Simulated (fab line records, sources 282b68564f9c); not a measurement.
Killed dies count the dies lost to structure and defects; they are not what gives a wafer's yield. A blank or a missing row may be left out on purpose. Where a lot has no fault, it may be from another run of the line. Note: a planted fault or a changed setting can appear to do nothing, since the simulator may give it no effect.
Split-lot trial || flow ritCmos || on a route of 202 steps: 5 lots, 23 wafers read

## SPLIT DETAILS
At RIT_PSD_COAT_01 (resist thk 1000 nm), the setting resistThkNm was moved away from the recipe's 1000 nm on 9 of the 23 wafers read, by +2.6% to +5.3%. For the rest of the wafers, this setting stayed at what the recipe calls for.

## FROM THE SPLIT TO THE READING: what the file shows between them, 3 steps
- RIT_PSD_SOFTBAKE_02: time 60 s
- RIT_PSD_EXPOSE_03: exposes mask M10, target cd 40900 nm
- RIT_PSD_DEVELOP_05: develop time 50 s

## THE READING
NOVOLAK_of_PSD_COAT_01.thkNm (the simulator's own value, which no gauge read), in nm, at RIT_PSD_HARDBAKE_07 (time 60 s). There is no usual value for it anywhere in the file. Average 883.8 nm, standard deviation 1.6 nm, over the 14 wafers here run with the recipe.

{"wafer": "L074.1", "tool, chamber at the split": "lithoTrack-02, 0", "resistThkNm as run, nm": 1026, "against the recipe": "+2.6%", "NOVOLAK_of_PSD_COAT_01.thkNm, nm": 906.7, "against lot-mates on the recipe": "+22.7"}
{"wafer": "L074.2", "tool, chamber at the split": "lithoTrack-02, 0", "resistThkNm as run, nm": 1026, "against the recipe": "+2.6%", "NOVOLAK_of_PSD_COAT_01.thkNm, nm": 907.7, "against lot-mates on the recipe": "+23.7"}
{"wafer": "L074.3", "tool, chamber at the split": "lithoTrack-02, 0", "resistThkNm as run, nm": 1026, "against the recipe": "+2.6%", "NOVOLAK_of_PSD_COAT_01.thkNm, nm": 904.7, "against lot-mates on the recipe": "+20.7"}
{"wafer": "L074.5", "tool, chamber at the split": "lithoTrack-02, 0", "resistThkNm as run, nm": 1000, "against the recipe": "recipe", "NOVOLAK_of_PSD_COAT_01.thkNm, nm": 883.5, "against lot-mates on the recipe": "-"}
{"wafer": "L074.6", "tool, chamber at the split": "lithoTrack-02, 0", "resistThkNm as run, nm": 1000, "against the recipe": "recipe", "NOVOLAK_of_PSD_COAT_01.thkNm, nm": 884.6, "against lot-mates on the recipe": "-"}
{"wafer": "L075.1", "tool, chamber at the split": "lithoTrack-01, 0", "resistThkNm as run, nm": 1033, "against the recipe": "+3.3%", "NOVOLAK_of_PSD_COAT_01.thkNm, nm": 910.8, "against lot-mates on the recipe": "+27.8"}
{"wafer": "L075.2", "tool, chamber at the split": "lithoTrack-01, 0", "resistThkNm as run, nm": 1000, "against the recipe": "recipe", "NOVOLAK_of_PSD_COAT_01.thkNm, nm": 884.6, "against lot-mates on the recipe": "-"}
{"wafer": "L075.4", "tool, chamber at the split": "lithoTrack-01, 0", "resistThkNm as run, nm": 1000, "against the recipe": "recipe", "NOVOLAK_of_PSD_COAT_01.thkNm, nm": 882.3, "against lot-mates on the recipe": "-"}
{"wafer": "L075.5", "tool, chamber at the split": "lithoTrack-01, 0", "resistThkNm as run, nm": 1000, "against the recipe": "recipe", "NOVOLAK_of_PSD_COAT_01.thkNm, nm": 882.2, "against lot-mates on the recipe": "-"}
{"wafer": "L075.6", "tool, chamber at the split": "lithoTrack-01, 0", "resistThkNm as run, nm": 1033, "against the recipe": "+3.3%", "NOVOLAK_of_PSD_COAT_01.thkNm, nm": 909.3, "against lot-mates on the recipe": "+26.3"}
{"wafer": "L076.1", "tool, chamber at the split": "lithoTrack-04, 0", "resistThkNm as run, nm": 1000, "against the recipe": "recipe", "NOVOLAK_of_PSD_COAT_01.thkNm, nm": 885.4, "against lot-mates on the recipe": "-"}
{"wafer": "L076.2", "tool, chamber at the split": "lithoTrack-04, 0", "resistThkNm as run, nm": 1027, "against the recipe": "+2.7%", "NOVOLAK_of_PSD_COAT_01.thkNm, nm": 907.7, "against lot-mates on the recipe": "+22.5"}
{"wafer": "L076.3", "tool, chamber at the split": "lithoTrack-04, 0", "resistThkNm as run, nm": 1000, "against the recipe": "recipe", "NOVOLAK_of_PSD_COAT_01.thkNm, nm": 886.4, "against lot-mates on the recipe": "-"}
{"wafer": "L076.4", "tool, chamber at the split": "lithoTrack-04, 0", "resistThkNm as run, nm": 1000, "against the recipe": "recipe", "NOVOLAK_of_PSD_COAT_01.thkNm, nm": 883.9, "against lot-mates on the recipe": "-"}
{"wafer": "L076.5", "tool, chamber at the split": "lithoTrack-04, 0", "resistThkNm as run, nm": 1027, "against the recipe": "+2.7%", "NOVOLAK_of_PSD_COAT_01.thkNm, nm": 909.8, "against lot-mates on the recipe": "+24.6"}
{"wafer": "L082.2", "tool, chamber at the split": "lithoTrack-04, 0", "resistThkNm as run, nm": 1000, "against the recipe": "recipe", "NOVOLAK_of_PSD_COAT_01.thkNm, nm": 884.4, "against lot-mates on the recipe": "-"}
{"wafer": "L082.3", "tool, chamber at the split": "lithoTrack-04, 0", "resistThkNm as run, nm": 1053, "against the recipe": "+5.3%", "NOVOLAK_of_PSD_COAT_01.thkNm, nm": 931.8, "against lot-mates on the recipe": "+47.3"}
{"wafer": "L082.4", "tool, chamber at the split": "lithoTrack-04, 0", "resistThkNm as run, nm": 1053, "against the recipe": "+5.3%", "NOVOLAK_of_PSD_COAT_01.thkNm, nm": 931.8, "against lot-mates on the recipe": "+47.3"}
{"wafer": "L082.5", "tool, chamber at the split": "lithoTrack-04, 0", "resistThkNm as run, nm": 1000, "against the recipe": "recipe", "NOVOLAK_of_PSD_COAT_01.thkNm, nm": 884.1, "against lot-mates on the recipe": "-"}
{"wafer": "L082.6", "tool, chamber at the split": "lithoTrack-04, 0", "resistThkNm as run, nm": 1000, "against the recipe": "recipe", "NOVOLAK_of_PSD_COAT_01.thkNm, nm": 884.9, "against lot-mates on the recipe": "-"}
{"wafer": "L084.2", "tool, chamber at the split": "lithoTrack-04, 0", "resistThkNm as run, nm": 1000, "against the recipe": "recipe", "NOVOLAK_of_PSD_COAT_01.thkNm, nm": 884, "against lot-mates on the recipe": "-"}
{"wafer": "L084.3", "tool, chamber at the split": "lithoTrack-04, 0", "resistThkNm as run, nm": 1000, "against the recipe": "recipe", "NOVOLAK_of_PSD_COAT_01.thkNm, nm": 882.5, "against lot-mates on the recipe": "-"}
{"wafer": "L084.6", "tool, chamber at the split": "lithoTrack-04, 0", "resistThkNm as run, nm": 1000, "against the recipe": "recipe", "NOVOLAK_of_PSD_COAT_01.thkNm, nm": 879.8, "against lot-mates on the recipe": "-"}

FIT RESULTS
A straight line over all 23 wafers: NOVOLAK_of_PSD_COAT_01.thkNm changes by +8.84 nm for each +1% of resistThkNm; r = +0.99; the points scatter about the line by 1.8 nm.
The same after taking each lot's own level away (the mean of its wafers on the recipe; 23 wafers): +8.73 nm for each +1%; r = +1.00; scatter 1.3 nm.
The reading moves by 46 nm for the largest change in resistThkNm, on that fit.
Across the lots, their own levels run from 882.10 to 885.23 nm, a range of 2.0 times the standard deviation given above.
The two slopes are in agreement: the lot-to-lot level therefore moves the slope only a little.
Check: +45.7 nm against its lot-mates is what the line predicts for one of the wafers moved furthest among these (+5.3%) when that wafer is left out of the fit. Against them it came out at +47.3 nm.

## THESE WAFERS: OTHER SPLITS
Other splits were also applied to these wafers ahead of the reading. Each is held against what the fit with the lots' levels taken away leaves over:
{"other split on the same wafers": "RIT_ACTIVE_COAT_06 resistThkNm", "wafers away from the commonest value": 9, "r with NOVOLAK_of_PSD_COAT_01.thkNm (lot level and that fit taken away)": "+0.16"}
{"other split on the same wafers": "RIT_ACTIVE_HARDBAKE_12 tempC", "wafers away from the commonest value": 5, "r with NOVOLAK_of_PSD_COAT_01.thkNm (lot level and that fit taken away)": "+0.13"}
{"other split on the same wafers": "RIT_ACTIVE_STRIP_14 pressureMtorr", "wafers away from the commonest value": 18, "r with NOVOLAK_of_PSD_COAT_01.thkNm (lot level and that fit taken away)": -0.17}
{"other split on the same wafers": "RIT_NRETRO_COAT_01 spinRpm", "wafers away from the commonest value": 11, "r with NOVOLAK_of_PSD_COAT_01.thkNm (lot level and that fit taken away)": "+0.11"}
{"other split on the same wafers": "RIT_NRETRO_IMPLANT_08 doseCm2", "wafers away from the commonest value": 9, "r with NOVOLAK_of_PSD_COAT_01.thkNm (lot level and that fit taken away)": "+0.26"}
{"other split on the same wafers": "RIT_PRETRO_COAT_01 resistThkNm", "wafers away from the commonest value": 10, "r with NOVOLAK_of_PSD_COAT_01.thkNm (lot level and that fit taken away)": -0.04}
{"other split on the same wafers": "RIT_PRETRO_IMPLANT_08 energyKev", "wafers away from the commonest value": 5, "r with NOVOLAK_of_PSD_COAT_01.thkNm (lot level and that fit taken away)": -0.16}
{"other split on the same wafers": "RIT_GATE_DEVELOP_15 devTempC", "wafers away from the commonest value": 9, "r with NOVOLAK_of_PSD_COAT_01.thkNm (lot level and that fit taken away)": -0.10}
{"other split on the same wafers": "RIT_NLDD_IMPLANT_08 energyKev", "wafers away from the commonest value": 9, "r with NOVOLAK_of_PSD_COAT_01.thkNm (lot level and that fit taken away)": "+0.15"}

## THE WHOLE CHAIN: every reading that the file lists as answering this split, in the file's order
{"step": "RIT_PSD_COAT_01", "what it does": "resist thk 1000 nm", "reading": "NOVOLAK_of_PSD_COAT_01.thkNm (the simulator's own value, which no gauge read)", "change (the file's fit)": "+9.94 nm for each +1% of the setting", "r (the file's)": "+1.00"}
{"step": "RIT_PSD_HARDBAKE_07", "what it does": "time 60 s", "reading": "NOVOLAK_of_PSD_COAT_01.thkNm (the simulator's own value, which no gauge read)", "change (the file's fit)": "+8.7 nm for each +1% of the setting", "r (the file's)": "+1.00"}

## THE FILE'S OWN FIT
NOVOLAK_of_PSD_COAT_01.thkNm changes by +8.7 nm for each +1% of resistThkNm, r = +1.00.
